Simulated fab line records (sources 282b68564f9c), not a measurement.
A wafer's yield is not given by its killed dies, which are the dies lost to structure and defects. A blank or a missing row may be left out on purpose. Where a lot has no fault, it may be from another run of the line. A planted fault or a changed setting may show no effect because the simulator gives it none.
Struck lot and sound lot, side by side | flow rit cmos | 15 out of 202 route steps
Sound: wafers L310.1, L310.4, L310.5. Wafers L307.1, L307.2, L307.6 were the ones struck. The cause is named last.
Order at every step that has rows: each side's tool, ch and its chambers, its first start. Under that, the readings that differ: sound wafers | struck wafers | difference of the means | sigmas: that difference in standard deviations of wafers without a fault.
alike: a reading whose means differ by less than 2 such deviations, as well as words and numbers matching on both sides. not compared: withheld readings; readings where some wafer has no value; bounds like >300 that might hide an equal value; numbers whose values overlap and for which the record gives no deviation.
A row with sigmas, a row that says differs or no value, or rows on one side alone: a step with any of these is where the two part. Numbers that don't overlap but have no deviation are shown without sigmas and don't part them. A reading that every wafer of one side lacks parts them only if that side has two wafers or more.

first, 3 steps without rows for these wafers: RIT_SDANNEAL_CLEAN_00 (cleans in SC1, time 600 s); RIT_SDANNEAL_CLEAN_01 (cleans in dHF, time 30 s); RIT_SDANNEAL_CLEAN_02 (cleans in SC2, time 590 s).
RIT_SDANNEAL_RTA_03: time 5 s.
  sound on rtp anneal-01 ch 0, day 6 05:19; struck on rtp anneal-02 ch 0, day 5 14:43
  alike: chamber o2 ppm, wafer_temp_C_max
RIT_SDANNEAL_RS_MEAS_04: measures by four-point-probe.
  struck on film metro-01, day 5 14:46; sound on film metro-01, day 6 05:22
  alike: PSD_RS
RIT_SDANNEAL_RS_MEAS_05: measures by four-point-probe.
  struck on film metro-01, day 5 14:53; sound on film metro-01, day 6 05:29
  alike: NSD_RS
RIT_SDANNEAL_RS_MEAS_06: measures by four-point-probe.
  struck on film metro-01, day 5 15:01; sound on film metro-01, day 6 05:37
  alike: PLDD_RS
RIT_SDANNEAL_RS_MEAS_07: measures by four-point-probe.
  struck on film metro-01, day 5 15:08; sound on film metro-01, day 6 05:44
  alike: NLDD_RS
then, 1 step without rows for these wafers: RIT_SILICIDE_WET_ETCH_00 (etches SiO2 in BOE, target depth 14 nm, time 15 s).
RIT_SILICIDE_SPUTTER_01: material Ti, target thk 30 nm, time 240 s.
  struck on pvd sputter-03, day 5 15:16; sound on pvd sputter-01, day 6 05:52
  alike: throttle valve pct
RIT_SILICIDE_RS_MEAS_02: measures by four-point-probe.
  struck on film metro-04, day 5 15:25; sound on film metro-03, day 6 06:01
  alike: SILICIDE_TI_RS
RIT_SILICIDE_THK_MEAS_03: measures by xrf.
  struck on film metro-04, day 5 15:32; sound on film metro-03, day 6 06:08
  alike: SILICIDE_TI_THK
RIT_SILICIDE_RTA_04: time 10 s, ramp up 5 s, ramp down 5 s.
  sound on rtp anneal-02 ch 0, day 6 06:11; struck on rtp anneal-01 ch 0, day 5 15:35
  reading        | sound             | struck               | difference | sigmas
  chamber o2 ppm | 1.998 2.008 2.000 | 62.007 62.015 62.001 | +60.006    | +99 or more
  alike: wafer_temp_C_max
then, 1 step without rows for these wafers: RIT_SILICIDE_WET_ETCH_05 (etches Ti in SPM, time 120 s).
RIT_M1_PROBE_99:
  struck on prober-01, day 5 22:09; sound on prober-02, day 6 12:58
  reading                            | sound             | struck            | difference | sigmas
  model.etest.npoly line.line ohm um | 163.4 163 161.7   | 268.2 267.1 269.1 | +105.4     |
  model.etest.ppoly line.line ohm um | 156.8 154.7 159.2 | 254.5 257.8 256.4 | +99.3      |
  model.etest.npoly line.rs ohm sq   | 17.14 16.77 17.09 | 27.6 27.63 28.25  | +10.8      |
  model.etest.ppoly line.rs ohm sq   | 16.79 16.3 16.55  | 26.47 26.09 26.98 | +9.97      |
  model.etest.npoly sal.rs ohm sq    | 4.419 4.362 4.381 | 5.133 5.037 5.21  | +0.739     |
  model.etest.ppoly sal.rs ohm sq    | 4.378 4.323 4.373 | 5.106 5.027 5.199 | +0.753     |
  model.etest.pplus sal.rs ohm sq    | 4.37 4.311 4.379  | 5.067 5.027 5.194 | +0.743     |
  model.etest.nplus sal.rs ohm sq    | 4.328 4.295 4.333 | 5.068 5.003 5.147 | +0.754     |
  alike: killed at front end, killed dies, killed open, killed short

## WHERE THEY PART
Only at RIT_SILICIDE_RTA_04, as far as this record shows. Later steps at which nothing parts them and some readings are alike: RIT_M1_PROBE_99.

WHY: whatever the simulator had introduced
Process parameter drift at RIT_SILICIDE_RTA_04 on rtp anneal-01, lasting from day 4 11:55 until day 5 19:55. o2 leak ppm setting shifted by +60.
